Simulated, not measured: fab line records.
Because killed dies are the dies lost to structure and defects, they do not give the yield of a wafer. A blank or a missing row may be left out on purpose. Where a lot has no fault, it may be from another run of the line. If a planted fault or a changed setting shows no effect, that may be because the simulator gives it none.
Lot-split experiment + flow berkeley cmos170 + 5 lots, 23 wafers read, on a route of 331 steps

THE SPLIT
At UCB170_V2_COAT_07 (resist thk 900 nm), the setting resist thk nm was moved away from the recipe's 900 nm on 9 of the 23 wafers read, by -3.1% to +4.8%. All remaining wafers had this setting at the recipe value.

The split's own step is where the reading is taken.

THE READING
KrF_of_V2_COAT_07.thk nm (the simulator's own value, which no gauge read), in nm, at UCB170_V2_COAT_07 (resist thk 900 nm). The file does not state a usual value for it. The 14 wafers here that ran the recipe average 899.2 nm, standard deviation 2.8 nm.

| wafer  | tool, chamber at the split | resist thk nm as run, nm | against the recipe | KrF_of_V2_COAT_07.thk nm, nm | against lot-mates on the recipe |
|--------|----------------------------|--------------------------|--------------------|------------------------------|---------------------------------|
| L077.1 | litho track-01, 0          | 943.6                    | +4.8%              | 948.9                        | +45.3                           |
| L077.2 | litho track-01, 0          | 900                      | recipe             | 903                          | -                               |
| L077.3 | litho track-01, 0          | 900                      | recipe             | 902.5                        | -                               |
| L077.5 | litho track-01, 0          | 943.6                    | +4.8%              | 949.8                        | +46.2                           |
| L077.6 | litho track-01, 0          | 900                      | recipe             | 905.2                        | -                               |
| L078.1 | litho track-02, 0          | 900                      | recipe             | 898.2                        | -                               |
| L078.4 | litho track-02, 0          | 900                      | recipe             | 899                          | -                               |
| L078.5 | litho track-02, 0          | 900                      | recipe             | 897.2                        | -                               |
| L082.1 | litho track-02, 0          | 882.5                    | -1.9%              | 877.4                        | -18.3                           |
| L082.2 | litho track-02, 0          | 900                      | recipe             | 897                          | -                               |
| L082.3 | litho track-02, 0          | 882.5                    | -1.9%              | 880.9                        | -14.8                           |
| L082.5 | litho track-02, 0          | 900                      | recipe             | 894.4                        | -                               |
| L082.6 | litho track-02, 0          | 900                      | recipe             | 895.8                        | -                               |
| L081.1 | litho track-02, 0          | 923.4                    | +2.6%              | 918.8                        | +19.1                           |
| L081.2 | litho track-02, 0          | 900                      | recipe             | 899.4                        | -                               |
| L081.3 | litho track-02, 0          | 923.4                    | +2.6%              | 919.6                        | +19.9                           |
| L081.4 | litho track-02, 0          | 923.4                    | +2.6%              | 921                          | +21.3                           |
| L081.6 | litho track-02, 0          | 900                      | recipe             | 900                          | -                               |
| L085.1 | litho track-01, 0          | 872.5                    | -3.1%              | 867.8                        | -31.3                           |
| L085.2 | litho track-01, 0          | 900                      | recipe             | 899.7                        | -                               |
| L085.3 | litho track-01, 0          | 900                      | recipe             | 898.1                        | -                               |
| L085.4 | litho track-01, 0          | 872.5                    | -3.1%              | 873                          | -26.1                           |
| L085.5 | litho track-01, 0          | 900                      | recipe             | 899.5                        | -                               |

FIT RESULTS
A straight line over all 23 wafers: KrF_of_V2_COAT_07.thk nm changes by +9.66 nm for each +1% of resist thk nm; r = +0.99; the points scatter about the line by 3.2 nm.
The same after taking each lot's own level away (the mean of its wafers on the recipe; 23 wafers): +9.01 nm for each +1%; r = +0.99; scatter 1.9 nm.
On that fit, the largest move of resist thk nm shifts the reading by 44 nm.
From 895.73 to 903.57 nm: that is the span of the lots' own levels, equal to 2.8 times the standard deviation above.
So the lot-to-lot level changes the slope little: the two slopes agree.
Check: for one of the wafers moved furthest among these (+4.8%), held out of the fit, the line's prediction against its lot-mates is +42.7 nm. Against them it came out at +45.3 nm.

ADDITIONAL SPLITS CARRIED BY THESE WAFERS
Other splits were also applied to these wafers ahead of the reading. Each is held against what the fit with the lots' levels taken away leaves over:
| other split on the same wafers       | wafers away from the commonest value | r with KrF_of_V2_COAT_07.thk nm (lot level and that fit taken away) |
|--------------------------------------|--------------------------------------|---------------------------------------------------------------------|
| UCB170_PSD_PEB_04 peb temp c         | 8                                    | +0.11                                                               |
| UCB170_SILICIDE_SPUTTER_01 time s    | 8                                    | -0.06                                                               |
| UCB170_CONTACT_COAT_04 resist thk nm | 11                                   | +0.16                                                               |
| UCB170_M1_EXPOSE_06 dose mj          | 8                                    | +0.29                                                               |
| UCB170_M1_METAL_ETCH_12 time s       | 9                                    | +0.14                                                               |
| UCB170_M2_SPUTTER_01 power w         | 9                                    | -0.02                                                               |
| UCB170_M2_METAL_ETCH_18 icp w        | 5                                    | +0.23                                                               |

THE FILE'S OWN FIT
KrF_of_V2_COAT_07.thk nm changes by +9.09 nm for each +1% of resist thk nm, r = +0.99.
